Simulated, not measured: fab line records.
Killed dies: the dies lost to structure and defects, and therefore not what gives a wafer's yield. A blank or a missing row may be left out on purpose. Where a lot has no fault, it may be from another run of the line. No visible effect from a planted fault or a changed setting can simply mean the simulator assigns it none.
Struck lot and sound lot, side by side :: flow ritCmos :: 15 out of 202 route steps
Sound: these wafers, L983.1, L983.5, L983.6. The struck wafers were L982.1, L982.4, L982.6. Last of all comes the cause.
At each step with rows: each side's tool, then ch and its chambers, then its first start. Under that, the readings that differ: sound wafers :: struck wafers :: difference of the means :: sigmas: that difference in standard deviations of wafers without a fault.
alike: same words and numbers on both sides, and readings whose means sit less than 2 such deviations apart. not compared: any withheld reading, any reading some wafer has no value for, any bound like >300 that may hide the same value, and any number with overlapping values for which the record gives no deviation.
The two part at a step that has a row with sigmas, a row that says differs or no value, or rows on one side only. Numbers that don't overlap but have no deviation are shown without sigmas and don't part them. A reading that every wafer of one side lacks parts them only if that side has two wafers or more.

first, 5 steps without rows for these wafers: RIT_NWELL_COAT_01 (resist thk 1300 nm); RIT_NWELL_SOFTBAKE_02 (time 60 s); RIT_NWELL_EXPOSE_03 (exposes mask M2, target cd 43900 nm); RIT_NWELL_PEB_04; RIT_NWELL_DEVELOP_05 (develop time 68 s).
RIT_NWELL_OVL_MEAS_06:
  struck on overlay-02, day 2 22:13; sound on overlay-02, day 3 03:34
  alike: NWELL_OVL
then, 2 steps without rows for these wafers: RIT_NWELL_HARDBAKE_07 (time 120 s); RIT_NWELL_IMPLANT_08.
RIT_NWELL_STRIP_09: strips in O2, time 180 s.
  sound on plasmaAsher-03 ch 0,1, day 3 04:01; struck on plasmaAsher-02 ch 0,1, day 2 22:39
  alike: drypumpMotorCurrentA
  not compared: rfHoursCounterH
RIT_NWELL_TW_MEAS_10:
  struck on filmMetro-04, day 2 22:50; sound on filmMetro-02, day 3 04:11
  alike: NWELL_TW
then, 2 steps without rows for these wafers: RIT_PWELL_HMDS_00 (prime time 60 s); RIT_PWELL_COAT_01 (resist thk 1300 nm).
RIT_PWELL_SOFTBAKE_02: time 60 s.
  sound on lithoTrack-01 ch 0, day 3 04:32; struck on lithoTrack-03 ch 0, day 2 23:16
reading: heaterPowerTotalW (W)
sound: 34.52 34.52 34.60
struck: 33.74 33.77 33.76
difference: -0.79
sigmas: -18

reading: plateTempC (C)
sound: 89.98 89.94 89.83
struck: 88.57 88.40 88.55
difference: -1.41
sigmas: -13
then, 1 step without rows for these wafers: RIT_PWELL_EXPOSE_03 (exposes mask M3, target cd 43700 nm).
RIT_M1_PROBE_99:
  struck on prober-02, day 4 11:04; sound on prober-01, day 4 15:37
  alike: killedAtContacts, killedAtFrontEnd, killedDies, killedOnRim, killedOpen, killedShort

## WHERE THEY PART
Only at RIT_PWELL_SOFTBAKE_02, as far as this record shows. Later steps at which nothing parts them and some readings are alike: RIT_M1_PROBE_99.

WHY: the cause the simulator had injected
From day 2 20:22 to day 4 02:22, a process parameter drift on lithoTrack-03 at RIT_PWELL_SOFTBAKE_02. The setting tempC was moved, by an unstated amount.
